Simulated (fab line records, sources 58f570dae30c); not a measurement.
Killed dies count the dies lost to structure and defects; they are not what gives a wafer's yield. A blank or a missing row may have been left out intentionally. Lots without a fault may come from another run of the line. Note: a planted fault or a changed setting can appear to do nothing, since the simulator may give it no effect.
Matching of chambers :: flow berkeley cmos170 :: 4 sister chambers for UCB170_M1_ETCH_11 on rie diel-02
The step etches BARC in N2/H2. 4 wafers are shown with their chamber, then 7 later ones without.

== WAFERS WITH THEIR CHAMBER ==
wafer: L511.2
chamber: 3
throttle valve pct (%): 13.12

wafer: L511.4
chamber: 2
throttle valve pct (%): 13.42

wafer: L515.3
chamber: 0
throttle valve pct (%): 13.56

wafer: L515.4
chamber: 1
throttle valve pct (%): 13.44

== WAFERS MISSING THEIR CHAMBER ==
wafer: L515.5
throttle valve pct (%): 13.43

wafer: L517.1
throttle valve pct (%): 13.43

wafer: L517.4
throttle valve pct (%): 13.57

wafer: L517.6
throttle valve pct (%): 13.40

wafer: L520.4
throttle valve pct (%): 13.41

wafer: L520.5
throttle valve pct (%): 13.42

wafer: L520.6
throttle valve pct (%): 13.40

== THE CHAMBER EACH PASSED THROUGH ==
wafer: L515.5
from the rows above: can't be placed: 1 or 2
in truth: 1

wafer: L517.1
from the rows above: can't be placed: 1 or 2
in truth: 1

wafer: L517.4
from the rows above: 0
in truth: 0

wafer: L517.6
from the rows above: can't be placed: 2 or 1
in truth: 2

wafer: L520.4
from the rows above: can't be placed: 2 or 1
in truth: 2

wafer: L520.5
from the rows above: can't be placed: 2 or 1
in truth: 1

wafer: L520.6
from the rows above: can't be placed: 2 or 1
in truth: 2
Placed correctly: 1 of 7. Unplaceable from these rows: 6, with the true chamber sitting among the candidates in 6. Wrongly placed: 0.
How it was worked out, from the rows above alone: a wafer's distance from a chamber is the root of the sum, over the readings, of the square of ((its reading less the chamber's mean) divided by the reading's scatter). The wafer belongs to the nearest chamber; if the next one is less than 2 further off, it can't be placed. Each chamber's mean is taken over the wafers shown for it. The scatter: with one shown wafer a chamber, the root of the mean of the squares of how far each hidden wafer lies from its nearest shown one.
